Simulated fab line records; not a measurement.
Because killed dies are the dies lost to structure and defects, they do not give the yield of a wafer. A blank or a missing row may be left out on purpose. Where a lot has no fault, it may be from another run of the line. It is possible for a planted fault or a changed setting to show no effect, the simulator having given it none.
fab line records	flow rit_cmos
[record] lots = 6	wafers = 18	last_day = 8
route steps=202 shown SDANNEAL@156 PSD@157 NSD@158 PLDD@159 NLDD@160 SILICIDE@161 CONTACT@168
lots untouched by any fault: they come from a run of this same line in which no faults occurred
start_h: hours from the record's first day to the start of the lot's first wafer shown	wait_h: hours from the lot's prior step to this one	" unchanged from the row above	L1.1+2: a row that stands for several wafers	- no value, or no start was given	* or withheld: withheld	< > ~ a bound
route shown NAME@n: a module of which the file shows steps, and the number in the route of the first	usual: the fault-free wafers' mean and standard deviation	same: alike in all rows	chamber/n: place in a boat	sites: readings site by site	_std_site: standard deviation across them	_edge_site: outer sites' mean less inner sites'	radius_mm: how far each site lies from the wafer's centre	mask NAME#n: copy n	behind: the last tool/chamber to shape the wafer	hold: why the lot was held/for how many hours/how that ended	device: which transistor (n, p or np) failed to switch	end of line: the route-end tests of the same wafers	a step with no rows: only its recipe	killed: not the wafer's yield, but the dies lost to structure and defects at the first sort	map: shows each die of a wafer: x if killed, . if not, _ if none is there
set.NAME: the run value of the setting; set.NAME@STEP: its run value at that earlier step	model.NAME: the simulator's own value behind a step, which no gauge read
lots seen at some steps along the route; tables by step, rows by wafer
services: the hour from which a tool's chamber was out of use, counted from the record's first day as start_h (under 0 if before that day), plus the number of hours and why
[[steps]]
[step RIT_SDANNEAL_RTA_03]
[recipe] temp_c = 1050	time_s = 5	idle_temp_c = 600	ramp_up_c_per_s = 342	ramp_down_c_per_s = 171	cool_to_c = 600	ambient = N2
[usual] wafer_temp_C_max = 1053.5/1.1
lot.wafer	tool	chamber	start_h	wait_h	wafer_temp_C_max
L432.1	rtp_anneal-01	0	65.05	0.0	1051.5
L432.4	"	0	"	"	1053.3
L432.6	"	0	"	"	1052.4
L433.2	rtp_anneal-02	0	72.54	0.0	1053.2
L433.3	"	0	"	"	1055.4
L433.6	"	0	"	"	1051.9
L439.4	rtp_anneal-01	0	100.92	0.0	1055.5
L439.5	"	0	"	"	1053.7
L439.6	"	0	"	"	1054.9
L442.1	rtp_anneal-02	0	118.54	0.0	1054.2
L442.2	"	0	"	"	1053.0
L442.6	"	0	"	"	1054.3
L449.1	rtp_anneal-01	0	155.55	0.0	1053.8
L449.4	"	0	"	"	1053.3
L449.6	"	0	"	"	1053.2
L452.3	rtp_anneal-01	0	179.03	0.0	1052.3
L452.4	"	0	"	"	1052.8
L452.5	"	0	"	"	1054.7
[step RIT_SDANNEAL_RS_MEAS_04]
[recipe] thk_meas_gauge = four-point-probe
[usual] PSD_RS = 115.84/0.24
lot.wafer	tool	chamber	start_h	wait_h	PSD_RS[ohm/sq]
L432.1	film_metro-04	-	65.11	0.0	116.23
L432.4	"	-	"	"	116.02
L432.6	"	-	"	"	115.80
L433.2	film_metro-04	-	72.61	0.1	115.95
L433.3	"	-	"	"	115.40
L433.6	"	-	"	"	115.91
L439.4	film_metro-01	-	101.01	0.1	115.92
L439.5	"	-	"	"	116.50
L439.6	"	-	"	"	116.10
L442.1	film_metro-01	-	118.60	0.0	116.26
L442.2	"	-	"	"	116.06
L442.6	"	-	"	"	116.02
L449.1	film_metro-04	-	155.61	0.0	116.39
L449.4	"	-	"	"	116.04
L449.6	"	-	"	"	116.13
L452.3	film_metro-04	-	179.10	0.1	115.75
L452.4	"	-	"	"	115.69
L452.5	"	-	"	"	115.90
[step RIT_SDANNEAL_RS_MEAS_05]
[recipe] thk_meas_gauge = four-point-probe
[usual] NSD_RS = 84.55/0.28
lot.wafer	tool	chamber	start_h	wait_h	NSD_RS[ohm/sq]
L432.1	film_metro-04	-	65.23	0.1	84.25
L432.4	"	-	"	"	84.55
L432.6	"	-	"	"	84.56
L433.2	film_metro-04	-	72.73	0.1	84.94
L433.3	"	-	"	"	84.86
L433.6	"	-	"	"	84.91
L439.4	film_metro-01	-	101.13	0.1	84.93
L439.5	"	-	"	"	84.31
L439.6	"	-	"	"	85.05
L442.1	film_metro-01	-	118.72	0.1	84.44
L442.2	"	-	"	"	84.56
L442.6	"	-	"	"	84.34
L449.1	film_metro-04	-	155.73	0.1	84.70
L449.4	"	-	"	"	84.40
L449.6	"	-	"	"	84.10
L452.3	film_metro-04	-	179.22	0.1	84.66
L452.4	"	-	"	"	84.77
L452.5	"	-	"	"	84.87
[step RIT_SDANNEAL_RS_MEAS_06]
[recipe] thk_meas_gauge = four-point-probe
[usual] PLDD_RS = 178.7/0.45
lot.wafer	tool	chamber	start_h	wait_h	PLDD_RS[ohm/sq]
L432.1	film_metro-04	-	65.35	0.1	179.3
L432.4	"	-	"	"	178.6
L432.6	"	-	"	"	178.3
L433.2	film_metro-04	-	72.85	0.1	179.8
L433.3	"	-	"	"	179.3
L433.6	"	-	"	"	179.1
L439.4	film_metro-01	-	101.25	0.1	179.1
L439.5	"	-	"	"	178.4
L439.6	"	-	"	"	179.0
L442.1	film_metro-01	-	118.84	0.1	178.5
L442.2	"	-	"	"	178.1
L442.6	"	-	"	"	178.4
L449.1	film_metro-04	-	155.85	0.1	178.4
L449.4	"	-	"	"	178.3
L449.6	"	-	"	"	178.4
L452.3	film_metro-04	-	179.34	0.1	178.2
L452.4	"	-	"	"	178.7
L452.5	"	-	"	"	178.4
[step RIT_SDANNEAL_RS_MEAS_07]
[recipe] thk_meas_gauge = four-point-probe
[usual] NLDD_RS = 151.6/0.49
lot.wafer	tool	chamber	start_h	wait_h	NLDD_RS[ohm/sq]
L432.1	film_metro-04	-	65.47	0.1	151.6
L432.4	"	-	"	"	151.3
L432.6	"	-	"	"	151.0
L433.2	film_metro-04	-	72.97	0.1	151.4
L433.3	"	-	"	"	151.7
L433.6	"	-	"	"	151.9
L439.4	film_metro-01	-	101.37	0.1	151.1
L439.5	"	-	"	"	151.3
L439.6	"	-	"	"	151.7
L442.1	film_metro-01	-	118.96	0.1	150.5
L442.2	"	-	"	"	151.7
L442.6	"	-	"	"	150.8
L449.1	film_metro-04	-	155.97	0.1	151.8
L449.4	"	-	"	"	152.4
L449.6	"	-	"	"	152.0
L452.3	film_metro-04	-	179.46	0.1	151.2
L452.4	"	-	"	"	151.3
L452.5	"	-	"	"	151.1
[step RIT_SILICIDE_WET_ETCH_00]
[recipe] chemistry = BOE	target = SiO2	target_depth_nm = 14	time_s = 15	dry = n2_spin	dilution = 10:1	temp_c = 21.5
[step RIT_SILICIDE_SPUTTER_01]
[recipe] material = Ti	target_thk_nm = 30	power_w = 350	chamber_pressure_pa = 0.667	gas = Ar	time_s = 240	substrate_temp_c = 25
[usual] cathode_dc_power_W = 349.99/0.065	chamber_pressure_pa = 0.6669/0.0014	throttle_valve_pct = 30.5/1.3
lot.wafer	tool	chamber	start_h	wait_h	cathode_dc_power_W	chamber_pressure_pa	throttle_valve_pct
L432.1	pvd_sputter-04	-	65.60	0.0	349.98	0.6646	30.1
L432.4	"	-	"	"	349.97	0.6659	29.1
L432.6	"	-	"	"	349.99	0.6677	32.1
L433.2	pvd_sputter-02	-	73.08	0.0	349.97	0.6666	29.7
L433.3	"	-	"	"	349.96	0.6669	32.0
L433.6	"	-	"	"	350.03	0.6673	32.0
L439.4	pvd_sputter-02	-	101.44	0.0	349.91	0.6664	30.8
L439.5	"	-	"	"	349.94	0.6644	32.1
L439.6	"	-	"	"	350.09	0.6676	29.9
L442.1	pvd_sputter-03	-	119.09	0.0	350.02	0.6664	28.2
L442.2	"	-	"	"	350.12	0.6679	30.3
L442.6	"	-	"	"	350.01	0.6662	28.5
L449.1	pvd_sputter-04	-	156.10	0.0	350.04	0.6684	30.1
L449.4	"	-	"	"	349.92	0.6679	28.7
L449.6	"	-	"	"	349.97	0.6646	29.8
L452.3	pvd_sputter-02	-	179.56	0.0	349.85	0.6690	31.6
L452.4	"	-	"	"	350.00	0.6662	30.6
L452.5	"	-	"	"	349.96	0.6667	31.9
[step RIT_SILICIDE_RS_MEAS_02]
[recipe] thk_meas_gauge = four-point-probe	reads = Ti_of_SILICIDE_SPUTTER_01
[usual] SILICIDE_TI_RS = 47.7/0.56
lot.wafer	tool	chamber	start_h	wait_h	SILICIDE_TI_RS[ohm/sq]
L432.1	film_metro-03	-	65.75	0.1	47.4
L432.4	"	-	"	"	47.3
L432.6	"	-	"	"	47.2
L433.2	film_metro-02	-	73.25	0.1	47.5
L433.3	"	-	"	"	47.7
L433.6	"	-	"	"	47.4
L439.4	film_metro-02	-	101.65	0.1	47.9
L439.5	"	-	"	"	48.2
L439.6	"	-	"	"	47.9
L442.1	film_metro-02	-	119.24	0.1	47.3
L442.2	"	-	"	"	48.2
L442.6	"	-	"	"	47.5
L449.1	film_metro-03	-	156.25	0.1	47.6
L449.4	"	-	"	"	47.6
L449.6	"	-	"	"	47.9
L452.3	film_metro-03	-	179.75	0.1	47.3
L452.4	"	-	"	"	47.1
L452.5	"	-	"	"	47.5
[step RIT_SILICIDE_THK_MEAS_03]
[recipe] thk_meas_gauge = xrf	reads = Ti_of_SILICIDE_SPUTTER_01
[usual] SILICIDE_TI_THK = 29.5/0.31
lot.wafer	tool	chamber	start_h	wait_h	SILICIDE_TI_THK[nm]
L432.1	film_metro-03	-	65.87	0.1	29.6
L432.4	"	-	"	"	29.7
L432.6	"	-	"	"	29.6
L433.2	film_metro-02	-	73.36	0.1	29.5
L433.3	"	-	"	"	29.4
L433.6	"	-	"	"	29.7
L439.4	film_metro-02	-	101.74	0.1	29.6
L439.5	"	-	"	"	29.5
L439.6	"	-	"	"	29.6
L442.1	film_metro-02	-	119.36	0.1	29.7
L442.2	"	-	"	"	29.5
L442.6	"	-	"	"	29.8
L449.1	film_metro-03	-	156.37	0.1	29.5
L449.4	"	-	"	"	29.6
L449.6	"	-	"	"	29.3
L452.3	film_metro-03	-	179.85	0.1	29.5
L452.4	"	-	"	"	29.8
L452.5	"	-	"	"	29.3
[step RIT_SILICIDE_RTA_04]
[recipe] temp_c = 650	time_s = 10	idle_temp_c = 25	ramp_up_s = 5	ramp_down_s = 5	cool_to_c = 25	ambient = N2
[usual] wafer_temp_C_max = 654.5/0.9
lot.wafer	tool	chamber	start_h	wait_h	wafer_temp_C_max
L432.1	rtp_anneal-02	0	65.93	0.1	654.7
L432.4	"	0	"	"	655.3
L432.6	"	0	"	"	654.6
L433.2	rtp_anneal-01	0	73.43	0.1	654.6
L433.3	"	0	"	"	654.1
L433.6	"	0	"	"	654.1
L439.4	rtp_anneal-01	0	101.81	0.1	654.1
L439.5	"	0	"	"	654.2
L439.6	"	0	"	"	656.0
L442.1	rtp_anneal-01	0	119.42	0.1	655.9
L442.2	"	0	"	"	654.2
L442.6	"	0	"	"	653.3
L449.1	rtp_anneal-02	0	156.43	0.1	655.3
L449.4	"	0	"	"	655.0
L449.6	"	0	"	"	653.6
L452.3	rtp_anneal-02	0	179.91	0.1	653.7
L452.4	"	0	"	"	654.1
L452.5	"	0	"	"	654.4
[step RIT_SILICIDE_WET_ETCH_05]
[recipe] chemistry = SPM	target = Ti	temp_c = 90	time_s = 120	dry = n2_spin
[step RIT_SILICIDE_RTA_06]
[recipe] temp_c = 750	time_s = 10	idle_temp_c = 25	ramp_up_s = 5	ramp_down_s = 10	cool_to_c = 25	ambient = N2
[usual] wafer_temp_C_max = 755.1/0.92
lot.wafer	tool	chamber	start_h	wait_h	wafer_temp_C_max
L432.1	rtp_anneal-01	0	66.05	0.0	755.6
L432.4	"	0	"	"	754.8
L432.6	"	0	"	"	754.9
L433.2	rtp_anneal-02	0	73.60	0.0	754.6
L433.3	"	0	"	"	754.0
L433.6	"	0	"	"	754.8
L439.4	rtp_anneal-01	0	101.91	0.0	755.3
L439.5	"	0	"	"	756.0
L439.6	"	0	"	"	756.7
L442.1	rtp_anneal-02	0	119.53	0.0	755.5
L442.2	"	0	"	"	753.8
L442.6	"	0	"	"	754.8
L449.1	rtp_anneal-01	0	156.55	0.0	756.1
L449.4	"	0	"	"	756.6
L449.6	"	0	"	"	758.0
L452.3	rtp_anneal-01	0	180.02	0.0	754.6
L452.4	"	0	"	"	754.2
L452.5	"	0	"	"	754.9
[step RIT_CONTACT_CVD_00]
[recipe] material = SiO2	target_thk_nm = 400	precursor = TEOS	temp_c = 390	time_s = 61	rf_w = 400
[usual] heater_power_w = 331/44	run_length_s = 89.3/0.61
lot.wafer	tool	chamber	start_h	wait_h	heater_power_w	run_length_s	model.SiO2_of_CONTACT_CVD_00.thk_nm
L432.1	pecvd-03	1	66.11	0.1	386	90.1	400.3
L432.4	"	2	"	"	314	90.0	405.8
L432.6	"	0	"	"	299	89.8	408.4
L433.2	pecvd-02	2	73.65	0.0	404	88.3	393.5
L433.3	"	0	"	"	313	89.1	398.5
L433.6	"	2	"	"	299	88.6	404.2
L439.4	pecvd-02	2	101.97	0.0	397	117.4	600
L439.5	"	0	"	"	306	89.1	407
L439.6	"	1	"	"	317	88.7	400.7
L442.1	pecvd-02	2	119.60	0.1	395	117.7	583
L442.2	"	0	"	"	293	89.0	392.1
L442.6	"	2	"	"	397	117.9	588.7
L449.1	pecvd-04	1	156.61	0.1	301	89.3	392.7
L449.4	"	1	"	"	317	89.6	403.6
L449.6	"	2	"	"	230	89.6	399.2
L452.3	pecvd-03	1	180.06	0.0	420	89.5	385.6
L452.4	"	1	"	"	313	89.4	395.4
L452.5	"	2	"	"	312	89.9	400.2
[step RIT_CONTACT_THK_MEAS_01]
[recipe] reads = SiO2_of_CONTACT_CVD_00
[usual] CONTACT_TEOS_THK = 399/4.9
lot.wafer	tool	chamber	start_h	wait_h	CONTACT_TEOS_THK[nm]
L432.1	film_metro-04	-	66.16	0.0	401
L432.4	"	-	"	"	406
L432.6	"	-	"	"	408
L433.2	film_metro-04	-	73.71	0.0	394
L433.3	"	-	"	"	399
L433.6	"	-	"	"	404
L439.4	film_metro-04	-	102.03	0.0	600
L439.5	"	-	"	"	407
L439.6	"	-	"	"	401
L442.1	film_metro-04	-	119.65	0.0	583
L442.2	"	-	"	"	392
L442.6	"	-	"	"	589
L449.1	film_metro-04	-	156.69	0.1	393
L449.4	"	-	"	"	404
L449.6	"	-	"	"	399
L452.3	film_metro-01	-	180.13	0.0	385
L452.4	"	-	"	"	396
L452.5	"	-	"	"	400
[step RIT_CONTACT_HMDS_02]
[recipe] prime_time_s = 60	prime_temp_c = 140
[step RIT_CONTACT_COAT_03]
[recipe] resist = NOVOLAK	spin_rpm = 3250	resist_thk_nm = 1000
[step RIT_CONTACT_SOFTBAKE_04]
[recipe] resist = NOVOLAK	temp_c = 90	time_s = 60
[step RIT_CONTACT_EXPOSE_05]
[recipe] mask_id = M11	na = 0.6	source_shape = conventional	sigma_outer = 0.5	target_cd_nm = 1000	dose_mj = 250
[step RIT_CONTACT_PEB_06]
[recipe] resist = NOVOLAK	temp_c = withheld	time_s = withheld
[step RIT_CONTACT_DEVELOP_07]
[recipe] resist = NOVOLAK	develop_time_s = 120	dev_temp_c = 23
[step RIT_CONTACT_CD_MEAS_08]
[recipe] target_cd_nm = 1000
[usual] cd_nm = 999.9/1.7
lot.wafer	tool	chamber	start_h	wait_h	cd_nm
L432.1	cd_sem-01	-	67.31	-	1002.8
L432.4	"	-	"	"	1004.2
L432.6	"	-	"	"	1000.1
L433.2	cd_sem-02	-	74.77	-	1002.2
L433.3	"	-	"	"	1001.7
L433.6	"	-	"	"	999.6
L439.4	cd_sem-02	-	103.13	-	999.1
L439.5	"	-	"	"	998.3
L439.6	"	-	"	"	998.9
L442.1	cd_sem-01	-	120.80	-	998.2
L442.2	"	-	"	"	1001.4
L442.6	"	-	"	"	1000.7
L449.1	cd_sem-02	-	157.74	-	999.6
L449.4	"	-	"	"	1000.1
L449.6	"	-	"	"	1002.0
L452.3	cd_sem-02	-	181.54	-	999.2
L452.4	"	-	"	"	1000.7
L452.5	"	-	"	"	998.2
[step RIT_CONTACT_OVL_MEAS_09]
[usual] CONTACT_OVL = 0.1/1.4
lot.wafer	tool	chamber	start_h	wait_h	CONTACT_OVL[nm]
L432.1	overlay-02	-	67.43	0.1	0.5
L432.4	"	-	"	"	1.6
L432.6	"	-	"	"	2.1
L433.2	overlay-02	-	74.88	0.1	1.5
L433.3	"	-	"	"	2.4
L433.6	"	-	"	"	-0.4
L439.4	overlay-02	-	103.20	0.1	0.1
L439.5	"	-	"	"	0.7
L439.6	"	-	"	"	-0.7
L442.1	overlay-01	-	120.92	0.1	1.4
L442.2	"	-	"	"	0.3
L442.6	"	-	"	"	2.5
L449.1	overlay-01	-	157.86	0.1	0.0
L449.4	"	-	"	"	-3.7
L449.6	"	-	"	"	-1.3
L452.3	overlay-01	-	181.64	0.1	0.9
L452.4	"	-	"	"	0.5
L452.5	"	-	"	"	-1.3
[step RIT_CONTACT_HARDBAKE_10]
[recipe] resist = NOVOLAK	temp_c = 140	time_s = 60
[step RIT_CONTACT_ETCH_11]
[recipe] target_depth_a = 4800	over_etch_frac = 0.2	stop_on = TiSi2	chemistry = CHF3/CF4/Ar	target = SiO2	CHF3_flow_sccm = 50	cf4_flow_sccm = 10	Ar_flow_sccm = 100	O2_flow_sccm = 5	pressure_mtorr = 100	rf_w = 200	time_s = 320
[usual] drypump_motor_current_A = 5.5/0.35	oes_product_au = 0.990/0.013	throttle_valve_pct = 8.85/0.086
lot.wafer	tool	chamber	start_h	wait_h	drypump_motor_current_A	oes_product_au	rf_hours_counter_h	throttle_valve_pct	model.CONTACT.feature_depth_nm	model.etch.depth_nm
L432.1	rie_diel-04	1	67.62	0.1	5.7	0.999	50	8.81	400.3	400.3
L432.4	"	3	"	"	5.9	0.986	-	8.92	405.8	405.8
L432.6	"	2	"	"	5.2	0.990	-	8.91	408.4	408.4
L433.2	rie_diel-03	1	75.06	0.1	5.7	0.985	165	8.85	393.5	393.5
L433.3	"	3	"	"	5.5	0.976	157	8.98	398.5	398.5
L433.6	"	0	"	"	4.7	0.969	-	8.80	404.2	404.2
L439.4	rie_diel-04	3	103.47	0.1	5.9	0.994	141	8.90	483.8	483.8
L439.5	"	1	"	"	5.7	1.006	-	8.81	407	407
L439.6	"	2	"	"	5.2	0.987	-	8.90	400.7	400.7
L442.1	rie_diel-03	1	121.11	0.1	5.7	0.993	0	8.85	469.8	469.8
L442.2	"	0	"	"	4.8	0.964	115	8.80	392.1	392.1
L442.6	"	0	"	"	4.8	0.976	-	8.79	475	475
L449.1	rie_diel-01	0	158.04	0.1	5.4	1.009	127	8.76	392.7	392.7
L449.4	"	1	"	"	5.2	0.989	26	8.79	403.6	403.6
L449.6	"	1	"	"	5.2	0.997	-	8.81	399.2	399.2
L452.3	rie_diel-03	1	181.88	0.1	5.7	0.982	1	8.83	385.6	385.6
L452.4	"	3	"	"	5.5	0.988	1	8.96	395.4	395.4
L452.5	"	0	"	"	4.8	0.965	-	8.79	400.2	400.2
[step RIT_CONTACT_STRIP_12]
[recipe] chemistry = O2	time_s = 180	resist = NOVOLAK	platen_temp_c = withheld	power_w = 500	pressure_mtorr = 4000	o2_flow_sccm = 4000
[usual] drypump_motor_current_A = 6.0/0.33
lot.wafer	tool	chamber	start_h	wait_h	drypump_motor_current_A	rf_hours_counter_h
L432.1	plasma_asher-02	1	67.81	0.1	5.5	42
L432.4	"	0	"	"	6.2	-
L432.6	"	0	"	"	6.2	-
L433.2	plasma_asher-04	0	75.25	0.1	5.9	46
L433.3	"	0	"	"	5.9	-
L433.6	"	1	"	"	5.7	-
L439.4	plasma_asher-02	0	103.72	0.2	6.2	-
L439.5	"	1	"	"	5.5	-
L439.6	"	0	"	"	6.2	-
L442.1	plasma_asher-02	1	121.30	0.1	5.5	47
L442.2	"	0	"	"	6.2	47
L442.6	"	1	"	"	5.5	-
L449.1	plasma_asher-01	0	158.24	0.1	6.5	36
L449.4	"	1	"	"	6.0	-
L449.6	"	1	"	"	6.0	-
L452.3	plasma_asher-04	0	182.13	0.2	5.9	-
L452.4	"	1	"	"	5.7	-
L452.5	"	1	"	"	5.7	-
[step RIT_CONTACT_CD_MEAS_90]
[recipe] target_cd_nm = 1000
[usual] cd_nm = 999.8/1.7
lot.wafer	tool	chamber	start_h	wait_h	cd_nm
L432.1	cd_sem-02	-	67.99	0.1	1003.0
L432.4	"	-	"	"	1004.2
L432.6	"	-	"	"	999.8
L433.2	cd_sem-02	-	75.45	0.1	1002.3
L433.3	"	-	"	"	1002.1
L433.6	"	-	"	"	1000.1
L439.4	cd_sem-02	-	103.90	0.1	999.1
L439.5	"	-	"	"	998.2
L439.6	"	-	"	"	998.8
L442.1	cd_sem-02	-	121.47	0.1	997.7
L442.2	"	-	"	"	1001.6
L442.6	"	-	"	"	1000.6
L449.1	cd_sem-01	-	158.41	0.1	999.7
L449.4	"	-	"	"	1000.3
L449.6	"	-	"	"	1002.3
L452.3	cd_sem-02	-	182.29	0.1	999.6
L452.4	"	-	"	"	1001.2
L452.5	"	-	"	"	998.7
[step RIT_CONTACT_CLEAN_13]
[recipe] chemistry = SC1	mix = 3:3:50	time_s = 600	temp_c = 75
lot.wafer	tool	chamber	start_h	wait_h	model.SiO2_of_CONTACT_CVD_00.thk_nm
L432.1	wet_bench-01	3	68.11	0.1	396.2
L432.4	"	3	"	"	401.8
L432.6	"	3	"	"	404.3
L433.2	wet_bench-04	1	75.55	0.1	389.5
L433.3	"	1	"	"	394.5
L433.6	"	1	"	"	400.1
L439.4	wet_bench-01	2	103.96	0.0	595.8
L439.5	"	2	"	"	402.9
L439.6	"	2	"	"	396.5
L442.1	wet_bench-01	3	121.59	0.1	579
L442.2	"	3	"	"	388
L442.6	"	3	"	"	584.6
L449.1	wet_bench-04	2	158.53	0.1	388.5
L449.4	"	2	"	"	399.4
L449.6	"	2	"	"	395
L452.3	wet_bench-04	0	182.37	0.1	381.6
L452.4	"	0	"	"	391.4
L452.5	"	0	"	"	396.2
[step RIT_CONTACT_CLEAN_14]
[recipe] chemistry = SC2	mix = 3:3:50	time_s = 600	temp_c = 75	dry = n2_spin
[[services]]
tool	chamber	start_h	hours	kind
plasma_asher-02	-	43.78	0.9	repair
pecvd-02	2	46.33	5.2	repair
rie_diel-03	-	48.09	2.5	repair
pecvd-02	-	50.36	0.5	repair
pvd_sputter-02	-	56.50	3.8	repair
rie_diel-04	0	58.18	22.7	repair
pecvd-03	-	61.37	2.8	pm
rie_diel-03	1	75.40	-	clean
rie_diel-03	1	75.40	16.6	scheduled_down
rie_diel-03	1	75.40	16.6	vent_cycle
rtp_anneal-02	-	83.96	29.6	pm
pecvd-04	-	101.98	2.8	pm
pecvd-04	-	106.59	2.2	repair
rie_diel-03	3	109.55	-	clean
rie_diel-03	-	111.51	1.0	repair
pecvd-04	0	127.04	37.9	repair
rie_diel-04	3	127.92	6.3	repair
rie_diel-01	2	132.48	1.5	repair
rie_diel-04	0	133.90	50.4	repair
rie_diel-01	3	136.69	4.3	repair
pvd_sputter-03	-	147.15	1.3	repair
pvd_sputter-02	-	154.27	9.9	repair
pvd_sputter-02	-	163.88	2.5	repair
plasma_asher-01	-	175.77	4.3	repair
[[key]]
[first_sign] step = RIT_CONTACT_CVD_00	reading = run_length_s	direction = up	sigmas = 47	usual = *	struck = *
[effect] step = RIT_CONTACT_THK_MEAS_01	reading = CONTACT_TEOS_THK	direction = up	sigmas = 39	usual = 399	struck = 591
[model_effect] step = RIT_CONTACT_CVD_00	value = SiO2_of_CONTACT_CVD_00.thk_nm	without = 399.6	struck = 590.6
[model_effect] step = RIT_CONTACT_ETCH_11	value = CONTACT.feature_depth_nm	without = 399.6	struck = 476.2
[model_effect] step = RIT_CONTACT_CLEAN_13	value = SiO2_of_CONTACT_CVD_00.thk_nm	without = 395.5	struck = 586.5
met_at RIT_CONTACT_CVD_00
struck_wafers L439.4,L442.1,L442.6
later_rows_left_out L439.4,L442.1,L442.6
sort_left_out L439.4,L442.1,L442.6
tester_left_out L439,L442
onset_between 73.65 101.97
[fault] kind = process_parameter_drift	tool = pecvd-02	chamber = 2	onset_h = 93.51	steps = RIT_CONTACT_CVD_00	channel = time_s	offset = *	shape = step	end_h = 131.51	stated = *
// tester_left_out: of these lots the tester's yield and bins aren't shown, on N5 and GAA mostly nor the transistor test; their killed dies are dies lost to structure and defects alone, not to doping, threshold or leakage, so they don't give the yield
// sort_left_out: the simulated sort isn't trusted on such a fault, so these wafers' sort isn't shown, and their yield isn't known
// later_rows_left_out: the simulator's readings of these wafers behind a module that went badly wrong aren't trusted and aren't shown, but for the sort
